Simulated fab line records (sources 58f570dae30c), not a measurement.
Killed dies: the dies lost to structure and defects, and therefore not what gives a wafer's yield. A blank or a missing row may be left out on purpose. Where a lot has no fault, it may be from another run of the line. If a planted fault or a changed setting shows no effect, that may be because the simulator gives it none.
fab line records	flow berkeleyCmos170
record lots=14	wafers=42	lastDay=11
route steps=331 shown ZERO@12 NWELL@29 GATE@141 PLDD@152
lots with no fault: from the same line, run without faults
startH: start of the lot's first displayed wafer, in hours after the record's first day	waitH: time in hours since the lot's previous step	" identical to the entry in the row above	L1.1+2: one row covering several wafers at once	- no value, or no start given	* or withheld: withheld	< > ~ a bound
route shown NAME@n: NAME is a module with steps in the file, n the number in the route of the first one	usual: mean/standard deviation of fault-free wafers	same: alike in all rows	chamber/n: place in a boat	sites: each site's reading	_std_site: the values' standard deviation	_edge_site: outer sites' mean less inner sites'	radiusMm: how far each site lies from the wafer's centre	mask NAME#n: copy n	behind: the most recent tool/chamber to have shaped the wafer	hold: the reason the lot was held/the length of the hold in hours/how it ended	device: whichever transistor did not switch (one of n, p or np)	end of line: the route-end tests of the same wafers	a step given without rows: its recipe and nothing more	killed: at the first sort, the dies lost to defects and structure; wafer yield is something else	map: a wafer's dies, marking killed ones x, the rest . and places with no die _
set.NAME: the setting as run; set.NAME@STEP: as run at that earlier step	model.NAME: the simulator's own value behind a step, which no gauge read
the route's steps for a sample of lots (tables are steps, rows are wafers)
services: the hour from which a tool's chamber was out of use, counted from the record's first day as startH (under 0 if before that day), plus the number of hours and why
## steps
# step UCB170_ZERO_ETCH_06
# recipe chemistry=CHF3/CF4/Ar	target=SiO2	timeS=12	pressureMtorr=100	rfW=500	CHF3_flow_sccm=50	cf4FlowSccm=10	Ar_flow_sccm=120	overEtchFrac=1.58
# usual CHF3_flow_sccm=50.00/0.13	cf4FlowSccm=10.00/0.032	drypumpMotorCurrentA=5.7/0.47	oesProductAu=0.617/0.0056	throttleValvePct=9.17/0.16
lot.wafer	tool	chamber	startH	waitH	CHF3_flow_sccm	cf4FlowSccm	drypumpMotorCurrentA	oesProductAu	rfHoursCounterH	throttleValvePct
L956.1	rieDiel-04	0	19.19	-	50.00	10.05	5.4	0.609	46	9.37
L956.2	"	3	"	"	49.92	9.96	5.2	0.630	14	9.12
L956.3	"	2	"	"	50.00	10.04	6.0	0.618	8	9.02
L957.3	rieDiel-04	0	24.69	-	50.11	9.97	5.4	0.611	46	9.39
L957.5	"	0	"	"	50.03	9.99	5.4	0.612	-	9.38
L957.6	"	3	"	"	50.10	9.98	5.2	0.621	-	9.13
L958.2	rieDiel-04	3	29.78	-	49.91	10.01	5.2	0.625	14	9.11
L958.4	"	1	"	"	49.93	9.99	5.5	0.623	69	9.17
L958.6	"	1	"	"	49.96	10.00	5.4	0.616	-	9.18
L959.3	rieDiel-04	2	36.46	-	49.96	9.97	5.9	0.616	8	9.01
L959.4	"	3	"	"	49.99	9.99	5.2	0.619	14	9.11
L959.5	"	1	"	"	49.80	10.05	5.5	0.623	-	9.19
L961.1	rieDiel-04	0	47.36	-	49.91	10.02	5.4	0.616	47	9.38
L961.2	"	3	"	"	49.91	9.97	5.2	0.617	15	9.11
L961.3	"	1	"	"	49.95	10.04	5.5	0.626	70	9.17
L965.2	rieDiel-03	3	71.70	-	50.13	10.02	6.1	0.614	111	9.27
L965.3	"	1	"	"	50.03	10.00	6.0	0.610	57	9.13
L965.5	"	1	"	"	50.12	9.96	6.0	0.609	-	9.15
L966.1	rieDiel-01	2	72.55	-	50.23	9.96	6.6	0.615	53	8.89
L966.3	"	1	"	"	50.06	10.03	5.9	0.621	8	9.21
L966.4	"	2	"	"	50.27	9.98	6.6	0.621	-	8.91
L968.2	rieDiel-03	1	74.82	-	50.16	10.01	6.0	0.621	57	9.14
L968.3	"	3	"	"	49.95	9.99	6.1	0.608	111	9.26
L968.4	"	0	"	"	50.05	9.97	6.3	0.617	16	8.99
L972.3	rieDiel-04	2	98.50	-	49.82	9.96	6.0	0.617	11	9.01
L972.4	"	3	"	"	49.99	9.98	5.2	0.615	17	9.12
L972.5	"	0	"	"	49.96	9.98	5.4	0.618	-	9.40
L975.1	rieDiel-03	3	109.25	-	50.05	10.06	6.1	0.613	113	9.26
L975.5	"	1	"	"	50.00	10.01	6.0	0.630	-	9.13
L975.6	"	2	"	"	50.02	9.96	6.2	0.605	-	9.48
L976.2	rieDiel-03	1	117.74	-	50.01	10.01	6.0	0.612	59	9.14
L976.3	"	0	"	"	49.87	10.06	6.4	0.612	18	8.98
L976.4	"	3	"	"	49.84	9.99	6.1	0.615	113	9.26
L977.2	rieDiel-04	0	125.99	-	49.99	9.98	5.4	0.611	51	9.39
L977.4	"	2	"	"	50.03	10.00	5.9	0.617	13	9.03
L977.6	"	1	"	"	50.07	9.97	5.4	0.612	-	9.17
L978.1	rieDiel-04	1	128.22	-	50.00	10.02	5.4	0.617	74	9.19
L978.3	"	2	"	"	50.07	9.99	6.0	0.617	13	9.01
L978.4	"	2	"	"	49.93	9.96	6.0	0.617	-	9.02
L979.3	rieDiel-03	2	134.64	-	49.97	10.01	6.1	0.608	6	9.47
L979.5	"	0	"	"	50.10	10.01	6.3	0.612	-	8.98
L979.6	"	3	"	"	49.86	10.00	6.1	0.620	-	9.26
# step UCB170_NWELL_STRIP_15
# recipe chemistry=O2	powerW=400	pressureMtorr=3500	platenTempC=withheld	o2FlowSccm=400	overashFraction=0.5
# usual drypumpMotorCurrentA=5.6/0.32	oesProductAu=0.721/0.0043	stripTimeToEndpointS=18.01/0.088
lot.wafer	tool	chamber	startH	waitH	drypumpMotorCurrentA	oesProductAu	rfHoursCounterH	stripTimeToEndpointS
L956.1	plasmaAsher-01	1	29.79	0.1	5.6	0.719	32	18.02
L956.2	"	0	"	"	5.9	0.729	32	18.00
L956.3	"	1	"	"	5.6	0.722	-	17.96
L957.3	plasmaAsher-01	1	33.43	0.1	5.6	0.721	-	18.04
L957.5	"	1	"	"	5.6	0.729	-	17.90
L957.6	"	0	"	"	5.9	0.720	-	17.98
L958.2	plasmaAsher-03	1	43.71	0.1	5.7	0.724	26	18.02
L958.4	"	0	"	"	6.1	0.721	-	17.89
L958.6	"	1	"	"	5.7	0.714	-	18.02
L959.3	plasmaAsher-01	0	53.23	0.1	5.9	0.728	-	17.81
L959.4	"	1	"	"	5.6	0.719	-	17.92
L959.5	"	1	"	"	5.6	0.721	-	17.90
L961.1	plasmaAsher-02	0	70.93	0.1	5.3	0.720	33	18.10
L961.2	"	1	"	"	5.2	0.724	33	18.02
L961.3	"	1	"	"	5.2	0.719	-	18.06
L965.2	plasmaAsher-02	1	83.02	0.1	5.3	0.717	35	17.95
L965.3	"	0	"	"	5.3	0.724	-	18.00
L965.5	"	1	"	"	5.2	0.715	-	18.00
L966.1	plasmaAsher-01	0	83.10	0.1	5.9	0.718	37	17.92
L966.3	"	0	"	"	5.9	0.717	-	18.04
L966.4	"	1	"	"	5.6	0.728	-	18.01
L968.2	plasmaAsher-03	0	83.30	0.1	6.2	0.728	29	18.06
L968.3	"	1	"	"	5.7	0.721	-	18.06
L968.4	"	0	"	"	6.1	0.724	-	17.97
L972.3	plasmaAsher-03	1	108.50	0.1	5.6	0.723	-	17.84
L972.4	"	0	"	"	6.2	0.721	-	18.00
L972.5	"	0	"	"	6.2	0.716	-	17.95
L975.1	plasmaAsher-03	1	119.97	0.1	5.7	0.720	34	18.04
L975.5	"	0	"	"	6.1	0.715	-	17.94
L975.6	"	1	"	"	5.7	0.719	-	18.04
L976.2	plasmaAsher-03	0	128.68	0.1	6.1	0.718	35	18.23
L976.3	"	1	"	"	5.7	0.722	-	18.08
L976.4	"	0	"	"	6.1	0.727	-	18.21
L977.2	plasmaAsher-03	1	138.06	0.1	5.7	0.729	36	18.17
L977.4	"	1	"	"	5.7	0.723	-	18.12
L977.6	"	1	"	"	5.7	0.721	-	18.13
L978.1	plasmaAsher-02	1	138.28	0.1	5.2	0.728	43	18.29
L978.3	"	0	"	"	5.3	0.722	-	18.09
L978.4	"	1	"	"	5.2	0.715	-	18.12
L979.3	plasmaAsher-01	0	142.22	0.1	5.9	0.721	-	17.94
L979.5	"	1	"	"	5.6	0.717	-	18.08
L979.6	"	0	"	"	5.9	0.722	-	18.03
# step UCB170_GATE_ETCH_15
# recipe chemistry=HBr/Cl2	target=poly-Si	stopOn=SiO2	overEtchFrac=0.3	icpW=300	biasW=150	timeS=56.3	pressureMtorr=15	HBr_flow_sccm=150	Cl2_flow_sccm=50	targetDepthA=2782
# usual HBr_flow_sccm=150.0/0.44	biasW=150.0/0.42	drypumpMotorCurrentA=5.58/0.26	oesProductAu=0.835/0.017	throttleValvePct=26.32/0.22
lot.wafer	tool	chamber	startH	waitH	HBr_flow_sccm	biasW	drypumpMotorCurrentA	oesProductAu	rfHoursCounterH	throttleValvePct
L957.3	rieSi-01	3	118.02	-	150.1	149.5	5.93	0.823	56	26.48
L957.5	"	1	"	"	150.4	150.0	5.59	0.825	-	26.47
L957.6	"	0	"	"	150.1	149.7	5.16	0.863	-	25.93
L956.1	rieSi-02	1	118.30	-	149.9	150.4	6.00	0.853	0	26.51
L956.2	"	3	"	"	150.3	150.0	5.38	0.834	1	26.51
L956.3	"	0	"	"	150.1	150.5	5.43	0.836	94	26.37
L958.2	rieSi-01	0	138.46	-	149.9	150.8	5.17	0.870	0	25.92
L958.4	"	1	"	"	150.7	150.1	5.56	0.832	38	26.48
L958.6	"	3	"	"	150.8	149.8	5.89	0.830	-	26.51
L959.3	rieSi-01	1	148.71	-	149.3	150.1	5.59	0.822	38	26.46
L959.4	"	0	"	"	149.4	149.7	5.18	0.847	0	25.92
L959.5	"	1	"	"	150.1	150.0	5.59	0.829	-	26.48
L961.1	rieSi-01	3	148.86	-	151.1	150.0	5.91	0.835	56	26.49
L961.2	"	1	"	"	150.3	149.9	5.60	0.835	39	26.47
L961.3	"	2	"	"	150.0	150.7	5.70	0.823	49	26.04
L968.2	rieSi-01	3	159.93	-	150.0	149.1	5.92	0.814	56	26.52
L968.3	"	2	"	"	149.7	149.9	5.70	0.796	49	26.05
L968.4	"	1	"	"	150.5	151.3	5.58	0.823	39	26.48
L966.1	rieSi-02	3	160.04	-	149.5	149.8	5.39	0.831	1	26.52
L966.3	"	0	"	"	150.1	150.1	5.39	0.848	94	26.41
L966.4	"	1	"	"	150.1	150.4	6.05	0.850	1	26.52
L965.2	rieSi-01	0	178.98	-	-	-	-	-	-	-
L965.3	"	1	"	"	-	-	-	-	-	-
L965.5	"	1	"	"	-	-	-	-	-	-
L972.3	rieSi-02	1	201.72	-	-	-	-	-	-	-
L972.4	"	3	"	"	-	-	-	-	-	-
L972.5	"	3	"	"	-	-	-	-	-	-
L975.1	rieSi-02	3	215.21	-	150.5	150.2	5.39	0.833	1	26.49
L975.5	"	3	"	"	150.7	150.8	5.36	0.829	-	26.53
L975.6	"	0	"	"	149.8	149.5	5.41	0.847	-	26.38
L976.2	rieSi-02	3	215.49	-	148.9	150.2	5.38	0.832	1	26.52
L976.3	"	0	"	"	150.1	150.2	5.44	0.839	94	26.40
L976.4	"	2	"	"	150.7	150.5	5.56	0.846	1	26.22
L978.1	rieSi-01	2	225.60	-	149.4	150.6	5.67	0.805	50	26.06
L978.3	"	3	"	"	149.5	149.9	5.94	0.824	56	26.48
L978.4	"	1	"	"	150.1	150.1	5.57	0.832	39	26.48
L979.3	rieSi-02	0	225.85	-	149.9	149.7	5.41	0.846	94	26.39
L979.5	"	0	"	"	150.0	149.7	5.41	0.838	-	26.39
L979.6	"	3	"	"	149.6	149.4	5.38	0.825	-	26.51
L977.2	rieSi-01	1	226.12	-	150.3	149.5	5.57	0.812	39	26.47
L977.4	"	0	"	"	150.5	150.1	5.18	0.856	1	25.93
L977.6	"	1	"	"	149.5	149.8	5.57	0.818	-	26.47
# step UCB170_GATE_CD_MEAS_90
# recipe targetCdNm=350
# usual cdNm=350.5/1.5
lot.wafer	tool	chamber	startH	waitH	cdNm
L957.3	cdSem-02	-	118.21	0.1	349.9
L957.5	"	-	"	"	349.0
L957.6	"	-	"	"	351.8
L956.1	cdSem-02	-	118.44	0.1	350.6
L956.2	"	-	"	"	351.3
L956.3	"	-	"	"	351.3
L958.2	cdSem-01	-	138.63	0.1	349.8
L958.4	"	-	"	"	350.1
L958.6	"	-	"	"	349.0
L959.3	cdSem-01	-	148.98	0.2	349.6
L959.4	"	-	"	"	348.1
L959.5	"	-	"	"	349.8
L961.1	cdSem-02	-	149.01	0.1	351.8
L961.2	"	-	"	"	348.9
L961.3	"	-	"	"	350.6
L968.2	cdSem-01	-	160.14	0.1	348.1
L968.3	"	-	"	"	348.7
L968.4	"	-	"	"	348.8
L966.1	cdSem-02	-	160.18	0.1	352.9
L966.3	"	-	"	"	350.9
L966.4	"	-	"	"	351.1
L965.2	cdSem-01	-	179.15	0.1	-
L965.3	"	-	"	"	-
L965.5	"	-	"	"	-
L972.3	cdSem-02	-	202.16	0.3	-
L972.4	"	-	"	"	-
L972.5	"	-	"	"	-
L975.1	cdSem-02	-	215.36	0.1	352.6
L975.5	"	-	"	"	351.1
L975.6	"	-	"	"	352.7
L976.2	cdSem-02	-	215.66	0.1	352.1
L976.3	"	-	"	"	352.5
L976.4	"	-	"	"	351.8
L978.1	cdSem-01	-	225.75	0.1	349.5
L978.3	"	-	"	"	348.8
L978.4	"	-	"	"	350.7
L979.3	cdSem-01	-	226.08	0.1	350.1
L979.5	"	-	"	"	347.4
L979.6	"	-	"	"	351.3
L977.2	cdSem-01	-	226.34	0.1	350.1
L977.4	"	-	"	"	350.7
L977.6	"	-	"	"	348.4
# step UCB170_PLDD_OVL_MEAS_07
# usual PLDD_OVL=-1/5.6
lot.wafer	tool	chamber	startH	waitH	PLDD_OVL[nm]
L957.3	overlay-02	-	119.61	0.1	-6
L957.5	"	-	"	"	-6
L957.6	"	-	"	"	2
L956.1	overlay-02	-	119.84	0.1	-5
L956.2	"	-	"	"	-3
L956.3	"	-	"	"	2
L958.2	overlay-01	-	139.89	0.1	-6
L958.4	"	-	"	"	-8
L958.6	"	-	"	"	0
L961.1	overlay-01	-	150.58	0.1	7
L961.2	"	-	"	"	2
L961.3	"	-	"	"	9
L959.3	overlay-02	-	150.86	0.1	6
L959.4	"	-	"	"	7
L959.5	"	-	"	"	3
L968.2	overlay-02	-	161.82	0.1	-2
L968.3	"	-	"	"	0
L968.4	"	-	"	"	0
L966.1	overlay-01	-	162.71	0.1	1
L966.3	"	-	"	"	4
L966.4	"	-	"	"	1
L975.1	overlay-02	-	217.50	0.1	-1
L975.5	"	-	"	"	6
L975.6	"	-	"	"	0
L976.2	overlay-02	-	217.78	0.1	-1
L976.3	"	-	"	"	2
L976.4	"	-	"	"	-1
L978.1	overlay-02	-	227.59	0.1	10
L978.3	"	-	"	"	2
L978.4	"	-	"	"	4
L979.3	overlay-02	-	227.85	0.1	-4
L979.5	"	-	"	"	-7
L979.6	"	-	"	"	-13
L977.2	overlay-02	-	228.08	0.1	-3
L977.4	"	-	"	"	2
L977.6	"	-	"	"	-9
## services
tool	chamber	startH	hours	kind
rieSi-02	1	-2.94	3.1	repair
rieDiel-04	1	5.51	14.2	repair
rieSi-01	0	15.35	11.8	repair
rieDiel-03	-	18.57	0.9	repair
rieDiel-03	0	50.60	2.4	repair
rieDiel-03	1	52.52	4.2	repair
rieSi-01	0	58.10	-	clean
rieSi-02	2	62.20	2.1	repair
rieDiel-01	0	66.28	6.6	repair
plasmaAsher-01	-	80.12	0.7	repair
rieSi-02	-	90.18	0.3	repair
plasmaAsher-03	-	102.92	2.8	pm
rieDiel-01	-	103.28	14.6	pm
plasmaAsher-01	-	108.75	9.0	pm
rieDiel-01	-	123.40	2.8	pm
rieDiel-04	0	127.66	2.3	repair
rieDiel-01	3	151.80	3.4	repair
plasmaAsher-01	-	154.07	4.2	repair
rieDiel-01	3	158.93	10.0	repair
rieSi-02	1	188.87	5.2	repair
plasmaAsher-03	-	190.59	2.2	repair
plasmaAsher-01	-	201.72	0.8	repair
rieSi-01	-	202.81	0.3	repair
plasmaAsher-03	-	216.96	1.2	repair
## key
firstSign step=UCB170_GATE_ETCH_15	reading=toolRecord	direction=missing
effect step=UCB170_GATE_CD_MEAS_90	reading=cdNm	direction=missing
metAt UCB170_GATE_ETCH_15
struckLots L965,L972
laterRowsLeftOut L965.2,L965.3,L965.5,L972.3,L972.4,L972.5
sortLeftOut L965.2,L965.3,L965.5,L972.3,L972.4,L972.5
testerLeftOut L965,L972
notActingAt UCB170_ZERO_ETCH_06,UCB170_NWELL_STRIP_15,UCB170_PLDD_OVL_MEAS_07
onsetBetween 160.04 178.98
fault kind=skippedStepWhole	tool=rieSi-01,rieSi-02	chamber=-	onsetH=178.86	steps=UCB170_GATE_ETCH_15	scope=struckLotsOnly
# testerLeftOut: of these lots the tester's yield and bins aren't shown, on N5 and GAA mostly nor the transistor test; their killed dies are dies lost to structure and defects alone, not to doping, threshold or leakage, so they don't give the yield
# sortLeftOut: the simulated sort isn't trusted on such a fault, so these wafers' sort isn't shown, and their yield isn't known
# laterRowsLeftOut: the simulator's readings of these wafers behind a module that went badly wrong aren't trusted and aren't shown, but for the sort
